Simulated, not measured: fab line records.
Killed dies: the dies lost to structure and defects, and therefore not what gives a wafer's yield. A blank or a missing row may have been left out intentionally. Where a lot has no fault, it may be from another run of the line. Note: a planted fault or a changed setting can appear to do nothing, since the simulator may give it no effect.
Which tool was responsible? ; flow berkeley_cmos170 ; Sampling: 15 lots, 45 wafers, 3 of 331 route steps

WHAT THE GAUGES SHOWED, per wafer
UCB170_SDANNEAL_RS_MEAS_03: measurement is done with a four-point probe.
lot;measured;on;NSD_RS (ohm/sq)
L239;day 8 08:14;film_metro-01;37.30 37.28 37.31
L238;day 8 09:49;film_metro-01;37.30 37.25 37.21
L241;day 8 18:36;film_metro-04;37.43 37.34 37.25
L240;day 8 19:23;film_metro-01;37.26 37.32 37.32
L244;day 8 21:30;film_metro-04;37.44 37.34 37.42
L245;day 9 17:38;film_metro-04;39.27 39.31 39.41
L248;day 10 02:53;film_metro-04;39.68 39.56 39.72
L251;day 10 07:57;film_metro-03;37.22 37.24 37.27
L249;day 10 08:18;film_metro-01;39.54 39.47 39.38
L254;day 11 08:19;film_metro-04;37.30 37.22 37.27
L252;day 11 08:35;film_metro-03;37.28 37.19 37.28
L258;day 12 12:22;film_metro-04;37.42 37.33 37.32
L260;day 12 12:38;film_metro-01;37.30 37.33 37.35
L259;day 12 13:02;film_metro-04;37.27 37.30 37.31
L261;day 13 00:50;film_metro-04;37.21 37.16 37.22

EACH LOT AND THE TOOL THAT RAN IT (in order: tool; ch and the chambers of the sampled wafers; start)
lot;UCB170_NSD_IMPLANT_08;UCB170_NSD_STRIP_09
L239;implanter-01 ch 0, day 8 06:01;plasma_asher-02 ch 0,1, day 8 06:10
L238;implanter-02 ch 0, day 8 07:10;plasma_asher-01 ch 0,1, day 8 07:18
L241;implanter-02 ch 0, day 8 17:05;plasma_asher-01 ch 0,1, day 8 17:14
L240;implanter-01 ch 0, day 8 17:28;plasma_asher-04 ch 0,1, day 8 17:35
L244;implanter-04 ch 0, day 8 19:51;plasma_asher-04 ch 0,1, day 8 19:59
L245;implanter-02 ch 0, day 9 14:50;plasma_asher-02 ch 0,1, day 9 14:58
L248;implanter-02 ch 0, day 10 01:14;plasma_asher-01 ch 0,1, day 10 01:22
L251;implanter-01 ch 0, day 10 06:30;plasma_asher-02 ch 0,1, day 10 06:39
L249;implanter-02 ch 0, day 10 06:43;plasma_asher-01 ch 0,1, day 10 06:52
L254;implanter-04 ch 0, day 11 06:08;plasma_asher-04 ch 0,1, day 11 06:17
L252;implanter-01 ch 0, day 11 06:36;plasma_asher-02 ch 0,1, day 11 06:45
L258;implanter-04 ch 0, day 12 10:53;plasma_asher-04 ch 0,1, day 12 11:00
L260;implanter-02 ch 0, day 12 11:12;plasma_asher-01 ch 0,1, day 12 11:19
L259;implanter-04 ch 0, day 12 11:31;plasma_asher-02 ch 0,1, day 12 11:39
L261;implanter-04 ch 0, day 12 23:23;plasma_asher-04 ch 0,1, day 12 23:32
- UCB170_NSD_IMPLANT_08
- UCB170_NSD_STRIP_09: strips in O2.

AS READ BY THE TOOLS THEMSELVES (means over the sampled wafers that have a number; for cases with no such wafer, the mark the record gives instead)
UCB170_NSD_STRIP_09.
lot;tool;drypump_motor_current_A (A);oes_product_au (a.u.);strip_time_to_endpoint_s (s)
L239;plasma_asher-02;5.6;0.539;35.20
L238;plasma_asher-01;5.8;0.540;35.29
L241;plasma_asher-01;5.3;0.540;35.14
L240;plasma_asher-04;5.6;0.537;35.11
L244;plasma_asher-04;5.6;0.538;35.18
L245;plasma_asher-02;5.6;0.547;34.10
L248;plasma_asher-01;5.8;0.545;33.97
L251;plasma_asher-02;5.6;0.534;35.36
L249;plasma_asher-01;5.4;0.548;34.16
L254;plasma_asher-04;5.6;0.533;35.21
L252;plasma_asher-02;5.6;0.539;35.21
L258;plasma_asher-04;5.6;0.538;35.16
L260;plasma_asher-01;5.3;0.537;35.15
L259;plasma_asher-02;5.6;0.536;35.24
L261;plasma_asher-04;5.6;0.534;35.26

THE ANSWER, worked out from the rows above alone
Rule: the usual values come from the lots themselves. The widest of any qualifying gaps counts: lots, ordered by their means at a reading, are off when they make up no more than a third of the lots, leave a main group of 4 or more, and stand apart from it by 3 or more times the standard deviation of that group's means. A main group whose means are all the same, to the digits that the tables above print for the reading, isn't used. A lot without any number at a reading at which 4 lots or more have one is off too. The other lots that the step has rows for count as sound. After the gauges, taken in route order, come the tools' own readings; for these a lot's mean is taken, as printed above. At the first step where some lot is off, the reading lying furthest off is the one used; lots without a number count as furthest.
Off: L245, L248, L249, seen at UCB170_SDANNEAL_RS_MEAS_03 (NSD_RS). The main group has a mean of 37.29 ohm/sq with a standard deviation of 0.054.
A tool fits if, at a process step before that reading, it ran every lot that is off, and no sound lot after the first of them. Not tried: the gauges at UCB170_SDANNEAL_RS_MEAS_03; whatever is off there is also off at UCB170_NSD_STRIP_09, on other tools, and gauge error can't account for it. No candidate that was tried fits.

WHAT WAS PUT IN BY THE SIMULATOR
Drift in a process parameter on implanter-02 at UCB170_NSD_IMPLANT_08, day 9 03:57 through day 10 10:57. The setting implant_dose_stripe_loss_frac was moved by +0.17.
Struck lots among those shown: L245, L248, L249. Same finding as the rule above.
